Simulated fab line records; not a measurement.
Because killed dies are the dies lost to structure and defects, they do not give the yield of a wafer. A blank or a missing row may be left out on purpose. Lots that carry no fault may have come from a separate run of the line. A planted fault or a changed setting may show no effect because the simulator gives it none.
Commonality check across tools :: flow ritCmos :: 48 wafers sampled across 16 lots

== WHY IT WAS OPENED ==
On 4 of the 16 lots, a flag is raised at RIT_ACTIVE_CD_MEAS_11 on the reading cdNm. No-fault wafers: 1400.3 nm, standard deviation 2.2.
Rule: a lot gets a flag if all its wafers with a number sit over 4 standard deviations from that mean, or if no wafer of it has a number. The other lots count as sound.

lot: L328
measured: day 1 15:19
on: cdSem-02
cdNm (nm), wafer by wafer: 1401.3 1401.0 1400.7
flag: 

lot: L329
measured: day 1 20:16
on: cdSem-01
cdNm (nm), wafer by wafer: 1402.8 1402.5 1400.5
flag: 

lot: L330
measured: day 2 02:28
on: cdSem-02
cdNm (nm), wafer by wafer: 1402.8 1402.5 1402.4
flag: 

lot: L332
measured: day 2 11:14
on: cdSem-01
cdNm (nm), wafer by wafer: 1399.7 1397.4 1399.7
flag: 

lot: L333
measured: day 2 15:27
on: cdSem-01
cdNm (nm), wafer by wafer: 1402.0 1401.6 1399.0
flag: 

lot: L335
measured: day 3 02:50
on: cdSem-02
cdNm (nm), wafer by wafer: 1401.9 1402.2 1403.1
flag: 

lot: L336
measured: day 3 07:00
on: cdSem-01
cdNm (nm), wafer by wafer: 1400.4 1400.7 1404.2
flag: 

lot: L337
measured: day 3 12:12
on: cdSem-01
cdNm (nm), wafer by wafer: 1375.1 1375.3 1376.6
flag: FLAGGED

lot: L338
measured: day 3 17:04
on: cdSem-02
cdNm (nm), wafer by wafer: 1380.0 1378.5 1376.3
flag: FLAGGED

lot: L339
measured: day 3 22:29
on: cdSem-01
cdNm (nm), wafer by wafer: 1402.7 1401.4 1402.3
flag: 

lot: L342
measured: day 4 12:44
on: cdSem-02
cdNm (nm), wafer by wafer: 1381.1 1382.0 1383.5
flag: FLAGGED

lot: L343
measured: day 4 17:44
on: cdSem-02
cdNm (nm), wafer by wafer: 1385.2 1383.8 1387.3
flag: FLAGGED

lot: L346
measured: day 5 11:02
on: cdSem-02
cdNm (nm), wafer by wafer: 1396.2 1394.2 1395.6
flag: 

lot: L347
measured: day 5 15:36
on: cdSem-01
cdNm (nm), wafer by wafer: 1400.5 1400.8 1399.7
flag: 

lot: L349
measured: day 6 00:22
on: cdSem-01
cdNm (nm), wafer by wafer: 1400.7 1399.3 1403.2
flag: 

lot: L351
measured: day 6 11:56
on: cdSem-01
cdNm (nm), wafer by wafer: 1398.9 1397.5 1397.4
flag: 
On average the flagged lots' numbers are 1380.4 nm, which is -19.9 nm against the usual, or -9 standard deviations.

== WHICH TOOL EACH LOT WENT THROUGH ==
The record keeps 1 process step preceding the reading, out of 202 steps on the route. Cell contents, in order: the tool; ch with the chambers the sampled wafers went through; the start.
lot: L328
flag: 
RIT_ACTIVE_EXPOSE_08: ilineStepper-01 ch 0, day 1 14:55

lot: L329
flag: 
RIT_ACTIVE_EXPOSE_08: ilineStepper-02 ch 0, day 1 19:52

lot: L330
flag: 
RIT_ACTIVE_EXPOSE_08: ilineStepper-01 ch 0, day 2 02:01

lot: L332
flag: 
RIT_ACTIVE_EXPOSE_08: ilineStepper-01 ch 0, day 2 10:50

lot: L333
flag: 
RIT_ACTIVE_EXPOSE_08: ilineStepper-01 ch 0, day 2 15:03

lot: L335
flag: 
RIT_ACTIVE_EXPOSE_08: ilineStepper-02 ch 0, day 3 02:26

lot: L336
flag: 
RIT_ACTIVE_EXPOSE_08: ilineStepper-02 ch 0, day 3 06:36

lot: L337
flag: FLAGGED
RIT_ACTIVE_EXPOSE_08: ilineStepper-02 ch 0, day 3 11:48

lot: L338
flag: FLAGGED
RIT_ACTIVE_EXPOSE_08: ilineStepper-02 ch 0, day 3 16:40

lot: L339
flag: 
RIT_ACTIVE_EXPOSE_08: ilineStepper-01 ch 0, day 3 22:05

lot: L342
flag: FLAGGED
RIT_ACTIVE_EXPOSE_08: ilineStepper-02 ch 0, day 4 12:20

lot: L343
flag: FLAGGED
RIT_ACTIVE_EXPOSE_08: ilineStepper-02 ch 0, day 4 17:20

lot: L346
flag: 
RIT_ACTIVE_EXPOSE_08: ilineStepper-01 ch 0, day 5 10:38

lot: L347
flag: 
RIT_ACTIVE_EXPOSE_08: ilineStepper-01 ch 0, day 5 15:07

lot: L349
flag: 
RIT_ACTIVE_EXPOSE_08: ilineStepper-01 ch 0, day 5 23:58

lot: L351
flag: 
RIT_ACTIVE_EXPOSE_08: ilineStepper-01 ch 0, day 6 11:32
What these steps do:
- RIT_ACTIVE_EXPOSE_08: exposes mask M1, target cd 1400 nm.
- RIT_ACTIVE_CD_MEAS_11: target cd 1400 nm.

== FLAGGED AGAINST TOTAL, ONE TOOL AT A TIME (gauges that did the reading follow at the end) ==
step: RIT_ACTIVE_EXPOSE_08
tool: ilineStepper-01
lots run: 9
flagged: 0
share of the flagged lots: none
sound lots run after its first flagged lot: -

step: RIT_ACTIVE_EXPOSE_08
tool: ilineStepper-02
lots run: 7
flagged: 4
share of the flagged lots: all
sound lots run after its first flagged lot: 0

step: RIT_ACTIVE_CD_MEAS_11
tool: cdSem-01
lots run: 9
flagged: 1
share of the flagged lots: some
sound lots run after its first flagged lot: 4 (L339,L347,L349,L351)

step: RIT_ACTIVE_CD_MEAS_11
tool: cdSem-02
lots run: 7
flagged: 3
share of the flagged lots: some
sound lots run after its first flagged lot: 1 (L346)

== WHAT THE TABLE PERMITS ==
Rows of the table that ran each flagged lot: 1, that is ilineStepper-02 at RIT_ACTIVE_EXPOSE_08.
- ilineStepper-02 at RIT_ACTIVE_EXPOSE_08 ran 7 lots, 4 of them flagged. Its last sound lot is L336 (day 3 06:36), its first flagged lot L337 (day 3 11:48): a fault that began between those two fits. Its own readings lie more than 4 standard deviations out on every wafer of the flagged lots: exposureDoseMJCm2.
What remains is a single tool, ilineStepper-02 at RIT_ACTIVE_EXPOSE_08.

== WHAT THE SIMULATOR HAD INSERTED ==
Process parameters drifting: ilineStepper-02 at RIT_ACTIVE_EXPOSE_08, beginning at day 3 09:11. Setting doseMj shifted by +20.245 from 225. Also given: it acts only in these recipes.
Struck lots among those shown: L337, L338, L342, L343. The rule above reached the same finding.
